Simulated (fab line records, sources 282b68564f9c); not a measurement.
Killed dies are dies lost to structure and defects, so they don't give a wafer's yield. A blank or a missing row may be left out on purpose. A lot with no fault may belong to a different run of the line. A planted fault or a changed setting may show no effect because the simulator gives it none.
Split-lot study	flow rit-cmos	route with 202 steps; 5 lots, 23 wafers read

== THE SPLIT ITSELF ==
At RIT_ACTIVE_OXIDATION_01 (target thk 46.8 nm, ox time 3360 s), the setting temp-c was moved away from the recipe's 1000 C on 20 of the 23 wafers read, by -1.0% to +2.3%. The other wafers ran this setting at the recipe's value.

Split to reading: the file shows no intervening step.

== THE READING ==
Values of ACTIVE_OXIDE_THK in nm from RIT_ACTIVE_THK_MEAS_02. On this fab line, fault-free wafers typically give 46.6 nm with a standard deviation of 0.95 nm.

wafer	tool, chamber at the split	temp-c as run, C	against the recipe	ACTIVE_OXIDE_THK, nm	against lot-mates on the recipe
L074.1	-, -	1017	+1.7%	53.0	no lot-mate on the recipe
L074.2	-, -	1017	+1.7%	52.9	no lot-mate on the recipe
L074.4	-, -	1017	+1.7%	53.4	no lot-mate on the recipe
L074.5	-, -	1017	+1.7%	51.8	no lot-mate on the recipe
L074.6	-, -	1017	+1.7%	53.0	no lot-mate on the recipe
L079.1	-, -	1023	+2.3%	57.4	no lot-mate on the recipe
L079.2	-, -	1023	+2.3%	57.7	no lot-mate on the recipe
L079.3	-, -	1023	+2.3%	57.9	no lot-mate on the recipe
L079.4	-, -	1023	+2.3%	58.4	no lot-mate on the recipe
L079.5	-, -	1023	+2.3%	57.8	no lot-mate on the recipe
L080.1	-, -	1016	+1.6%	55.0	no lot-mate on the recipe
L080.2	-, -	1016	+1.6%	55.5	no lot-mate on the recipe
L080.3	-, -	1016	+1.6%	55.2	no lot-mate on the recipe
L080.4	-, -	1016	+1.6%	54.8	no lot-mate on the recipe
L080.5	-, -	1016	+1.6%	55.1	no lot-mate on the recipe
L084.1	-, -	990	-1.0%	43.2	no lot-mate on the recipe
L084.2	-, -	990	-1.0%	43.2	no lot-mate on the recipe
L084.3	-, -	990	-1.0%	42.8	no lot-mate on the recipe
L084.4	-, -	990	-1.0%	43.7	no lot-mate on the recipe
L084.5	-, -	990	-1.0%	44.5	no lot-mate on the recipe
L085.3	furnace-02, 0	1000	recipe	46.6	-
L085.5	furnace-02, 0	1000	recipe	47.4	-
L085.6	furnace-02, 0	1000	recipe	46.6	-

FIT RESULTS
A straight line over all 23 wafers: ACTIVE_OXIDE_THK changes by +4.22 nm for each +1% of temp-c; r = +0.98; the points scatter about the line by 1.2 nm.
Too few moved wafers have a lot-mate on the recipe to fit a line with each lot's own level taken away.

== THE WHOLE CHAIN: every reading that the file lists as answering this split, in the file's order ==
step	what it does	reading	change (the file's fit)	r (the file's)
RIT_ACTIVE_OXIDATION_01	target thk 46.8 nm, ox time 3360 s	SiO2_of_ACTIVE_OXIDATION_01.thk-nm (the simulator's own value, which no gauge read)	+4.22 nm for each +1% of the setting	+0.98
RIT_ACTIVE_THK_MEAS_02		ACTIVE_OXIDE_THK	+4.23 for each +1% of the setting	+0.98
RIT_ACTIVE_ETCH_13	etches Si3N4 in SF6, stops on SiO2, time 210 s, target depth 210 nm	SiO2_of_ACTIVE_OXIDATION_01.thk-nm (the simulator's own value, which no gauge read)	+4.3 nm for each +1% of the setting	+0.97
RIT_FOX2_WET_ETCH_03	etches Si3N4 in H3PO4, target depth 195 nm, time 2700 s	SiO2_of_ACTIVE_OXIDATION_01.thk-nm (the simulator's own value, which no gauge read)	+3.8 nm for each +1% of the setting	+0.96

== THE FILE'S OWN FIT ==
ACTIVE_OXIDE_THK changes by +4.23 nm for each +1% of temp-c, r = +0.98.
